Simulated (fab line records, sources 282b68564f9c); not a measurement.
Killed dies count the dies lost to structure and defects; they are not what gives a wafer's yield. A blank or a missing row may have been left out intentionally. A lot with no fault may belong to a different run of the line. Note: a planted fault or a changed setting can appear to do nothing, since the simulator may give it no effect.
What tool caused it? | flow ritCmos | 15 lots with 45 wafers sampled at 3 steps, on a route of 202 steps

== WHAT THE GAUGES READ, wafer by wafer ==
RIT_PWELL_TW_MEAS_10. Usual: PWELL_TW typically reads 945, with standard deviation 9.4.
lot  | measured    | on           | PWELL_TW    | flag
L419 | day 2 01:10 | filmMetro-04 | 956 956 954 | 
L420 | day 2 04:04 | filmMetro-02 | 925 925 929 | 
L422 | day 2 14:11 | filmMetro-01 | 949 952 950 | 
L423 | day 2 19:20 | filmMetro-04 | 952 951 956 | 
L425 | day 3 05:58 | filmMetro-04 | 944 949 950 | 
L426 | day 3 11:41 | filmMetro-04 | 943 942 941 | 
L428 | day 3 22:02 | filmMetro-01 | 950 961 954 | 
L430 | day 4 05:59 | filmMetro-01 | 955 952 958 | 
L434 | day 5 01:47 | filmMetro-04 | 936 946 949 | 
L435 | day 5 08:38 | filmMetro-02 | 934 933 939 | 
L436 | day 5 13:27 | filmMetro-01 | 953 949 946 | 
L438 | day 5 23:53 | filmMetro-01 | 951 952 947 | 
L439 | day 6 02:41 | filmMetro-02 | 936 933 935 | 
L440 | day 6 07:49 | filmMetro-02 | 939 940 934 | 
L442 | day 6 20:47 | filmMetro-04 | 950 953 950 | 

RIT_PRETRO_TW_MEAS_10. Usual: PRETRO_TW typically reads 475.3, with standard deviation 2.7.
lot  | measured    | on           | PRETRO_TW         | flag
L419 | day 2 10:32 | filmMetro-01 | 476.0 474.0 474.8 | 
L420 | day 2 13:04 | filmMetro-04 | 475.2 477.8 475.4 | 
L422 | day 2 22:52 | filmMetro-01 | 472.3 476.8 475.9 | 
L423 | day 3 04:03 | filmMetro-04 | 473.1 473.1 469.4 | 
L425 | day 3 14:58 | filmMetro-03 | 592.8 592.4 596.2 | OFF
L426 | day 3 20:15 | filmMetro-01 | 475.1 474.6 475.7 | 
L428 | day 4 07:09 | filmMetro-03 | 591.9 593.1 596.3 | OFF
L430 | day 4 14:47 | filmMetro-01 | 473.6 476.9 477.2 | 
L434 | day 5 10:31 | filmMetro-03 | 592.8 591.4 591.5 | OFF
L435 | day 5 17:40 | filmMetro-04 | 471.1 469.3 470.6 | 
L436 | day 5 22:00 | filmMetro-04 | 470.5 471.7 470.1 | 
L438 | day 6 08:34 | filmMetro-04 | 474.4 475.4 479.3 | 
L439 | day 6 11:27 | filmMetro-01 | 475.4 474.8 476.0 | 
L440 | day 6 16:22 | filmMetro-04 | 476.2 475.6 476.5 | 
L442 | day 7 05:19 | filmMetro-03 | 482.4 477.0 479.2 | 

== TOOL THAT RAN EACH LOT (tool first, then ch and the chambers of the sampled wafers, then the start) ==
lot  | RIT_PRETRO_IMPLANT_08
L419 | implanter-03 ch 0, day 2 10:13
L420 | implanter-03 ch 0, day 2 12:47
L422 | implanter-03 ch 0, day 2 22:32
L423 | implanter-03 ch 0, day 3 03:44
L425 | implanter-03 ch 0, day 3 14:19
L426 | implanter-04 ch 0, day 3 19:57
L428 | implanter-04 ch 0, day 4 06:32
L430 | implanter-04 ch 0, day 4 14:28
L434 | implanter-03 ch 0, day 5 09:53
L435 | implanter-02 ch 0, day 5 17:20
L436 | implanter-03 ch 0, day 5 21:41
L438 | implanter-02 ch 0, day 6 08:14
L439 | implanter-03 ch 0, day 6 11:10
L440 | implanter-04 ch 0, day 6 16:04
L442 | implanter-04 ch 0, day 7 05:01
- RIT_PRETRO_IMPLANT_08

== AS READ BY THE TOOLS THEMSELVES (means over the sampled wafers that have a number; for cases with no such wafer, the mark the record gives instead) ==
RIT_PRETRO_IMPLANT_08. Usual: beamOnS 10.01 s, standard deviation 0.2; tiltDeg 7.001 degrees, standard deviation 0.02.
lot  | tool         | beamOnS (s) | tiltDeg (degrees) | flag
L419 | implanter-03 | 9.89        | 7.009             | 
L420 | implanter-03 | 10.08       | 7.019             | 
L422 | implanter-03 | 10.08       | 6.989             | 
L423 | implanter-03 | 10.12       | 6.994             | 
L425 | implanter-03 | 9.99        | 6.993             | 
L426 | implanter-04 | 9.77        | 6.984             | 
L428 | implanter-04 | 9.85        | 7.003             | 
L430 | implanter-04 | 10.07       | 6.991             | 
L434 | implanter-03 | 10.16       | 7.001             | 
L435 | implanter-02 | 10.00       | 6.976             | 
L436 | implanter-03 | 10.07       | 7.002             | 
L438 | implanter-02 | 10.12       | 7.011             | 
L439 | implanter-03 | 10.02       | 6.961             | 
L440 | implanter-04 | 10.01       | 7.013             | 
L442 | implanter-04 | 9.97        | 6.999             | 

== THE ANSWER, worked out from the rows above alone ==
Rule: a lot counts as off when the mean over its wafers that have a number is more than 3 standard deviations away from the usual mean. Also off: a lot with no number at a reading for which 4 or more lots have one. Any other lot the step has rows for is counted as sound. Order of review: gauges by route order, followed by the tools' own readings, for which a lot's mean as printed above is used. The first step at which some lot is off is used, and at that step the reading that is off furthest; a lot without a number counts as furthest.
Off: L425, L428, L434, at RIT_PRETRO_TW_MEAS_10 (PRETRO_TW).
A tool fits if, at a process step before that reading, it ran every lot that is off, and no sound lot after the first of them. The gauges at RIT_PRETRO_TW_MEAS_10 are tried like those tools. Of those tried, none fits.

== WHAT THE SIMULATOR HAD INSERTED ==
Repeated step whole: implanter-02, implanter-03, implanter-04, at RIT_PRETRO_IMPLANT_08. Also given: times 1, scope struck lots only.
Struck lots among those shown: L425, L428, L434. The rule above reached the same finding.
